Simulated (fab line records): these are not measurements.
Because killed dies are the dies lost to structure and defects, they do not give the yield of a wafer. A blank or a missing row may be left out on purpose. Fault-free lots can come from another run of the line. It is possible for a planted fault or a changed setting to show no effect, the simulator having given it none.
2 desks looking at one fault	flow berkeley_cmos170	every desk sees just its own numbers, and what lay behind them comes last

== AT THE TOOL OWNER'S DESK: furnace-04 ==
The tool's own readings at UCB170_WELLDRIVE_OXIDATION_01 (target thk 199 nm, ox time 9000 s): means of the sampled wafers that have a number, for each lot that ran on this tool. Any lot whose mean is over 4 standard deviations away from the usual mean is out of limits and marked OUT; that distance is given in the brackets.
Columns: A = spike_tc_centre_C at UCB170_WELLDRIVE_OXIDATION_01, usual 1102.4 C; B = zone_power_centre_pct at UCB170_WELLDRIVE_OXIDATION_01, usual 51.3 %; C = zone_power_source_pct at UCB170_WELLDRIVE_OXIDATION_01, usual 42 %
lot	first seen here	A	B	C
L881	day 5 19:47	1102.2	52.3	38
L882	day 6 03:38	1129.9 (+27) OUT	67.3 (+5.7) OUT	35
L883	day 6 03:38	1131.0 (+29) OUT	66.9 (+5.6) OUT	35
This desk finds L882, L883 out of limits, L882 being first, at day 6 03:38 (spike_tc_centre_C at UCB170_WELLDRIVE_OXIDATION_01). L881 stayed within limits.

== AT THE METROLOGY DESK ==
What the gauges read for every lot (on any tool): the sampled wafers with a number, averaged. Any lot whose mean is over 4 standard deviations away from the usual mean is out of limits and marked OUT; that distance is given in the brackets.
Columns: A = PWELL_OVL at UCB170_PWELL_OVL_MEAS_13, usual 1 nm; B = PWELL_TW at UCB170_PWELL_TW_MEAS_17, usual 376.4; C = WELLDRIVE_OXIDE_THK at UCB170_WELLDRIVE_THK_MEAS_02, usual 198 nm
lot	first seen here	A	B	C
L881	day 5 06:04	4	375.0	196
L882	day 5 14:25	3	378.7	204
L883	day 5 14:38	6	375.4	212
L887	day 6 20:29	-1	375.6	205
L889	day 6 20:31	3	379.5	204
L894	day 7 22:41	-1	375.9	195
This desk found nothing out of limits on any of the 6 lots.

== PUT TOGETHER ==
An alarm could have come from the tool owner's desk at day 6 03:38, on L882, L883.
The metrology desk saw nothing out of limits.
The metrology desk holds a record of L882, L883, inside its limits.
Every lot named ran UCB170_WELLDRIVE_OXIDATION_01 on furnace-04.

== WHAT HAD BEEN PUT IN BY THE SIMULATOR ==
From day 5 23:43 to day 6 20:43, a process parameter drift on furnace-04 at UCB170_WELLDRIVE_OXIDATION_01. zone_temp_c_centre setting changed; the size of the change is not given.
Shown lots that were struck: L882, L883.
Delay in hours, fault start to first out-of-limits reading, by desk: the tool owner's desk at 4.
